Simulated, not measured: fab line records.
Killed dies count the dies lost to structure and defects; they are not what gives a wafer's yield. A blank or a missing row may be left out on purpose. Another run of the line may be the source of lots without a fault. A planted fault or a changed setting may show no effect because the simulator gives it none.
What tool caused it? | flow berkeley-cmos170 | 7 lots with 21 wafers sampled at 2 steps, on a route of 331 steps

## WHAT THE GAUGES SHOWED, per wafer
UCB170_CONTACT_THK_MEAS_02.
lot  | measured     | on            | CONTACT_PSG_THK (nm)
L699 | day 7 06:06  | film-metro-04 | 711 710 705
L701 | day 7 23:13  | film-metro-04 | 719 718 721
L704 | day 8 04:02  | film-metro-03 | 439 448 442
L707 | day 9 01:52  | film-metro-02 | 708 707 710
L713 | day 9 17:45  | film-metro-03 | 710 713 707
L721 | day 11 06:24 | film-metro-03 | 706 700 701
L720 | day 11 08:11 | film-metro-02 | 714 724 721

## TOOL THAT RAN EACH LOT (tool first, then ch and the chambers of the sampled wafers, then the start)
lot  | UCB170_CONTACT_CVD_01
L699 | lpcvd-01 ch 1, day 7 04:19
L701 | lpcvd-01 ch 1, day 7 21:25
L704 | lpcvd-01 ch 0, day 8 02:14
L707 | lpcvd-02 ch 1, day 9 00:04
L713 | lpcvd-02 ch 0, day 9 15:58
L721 | lpcvd-01 ch 1, day 11 04:37
L720 | lpcvd-01 ch 1, day 11 06:24
- UCB170_CONTACT_CVD_01: deposits PSG from SiH4/O2/PH3, target thk 700 nm, time 2820 s.

## THE ANSWER, worked out from the rows above alone
Rule: the lots themselves supply what counts as usual. The widest of any qualifying gaps counts: lots, ordered by their means at a reading, are off when they make up no more than a third of the lots, leave a main group of 4 or more, and stand apart from it by 3 or more times the standard deviation of that group's means. A main group whose means are all the same, to the digits that the tables above print for the reading, isn't used. A lot without any number at a reading at which 4 lots or more have one is off too. All remaining lots with rows at the step are treated as sound.
Off: L704, seen at UCB170_CONTACT_THK_MEAS_02 (CONTACT_PSG_THK). Main group: mean 711 nm, sd 6.2.
If a tool, at a process step before that reading, ran all the lots that are off and no sound lot after the first of them, it fits. Gauges at UCB170_CONTACT_THK_MEAS_02: tried the same way as those tools. Not one of the candidates tried fits.

## WHAT HAD BEEN PUT IN BY THE SIMULATOR
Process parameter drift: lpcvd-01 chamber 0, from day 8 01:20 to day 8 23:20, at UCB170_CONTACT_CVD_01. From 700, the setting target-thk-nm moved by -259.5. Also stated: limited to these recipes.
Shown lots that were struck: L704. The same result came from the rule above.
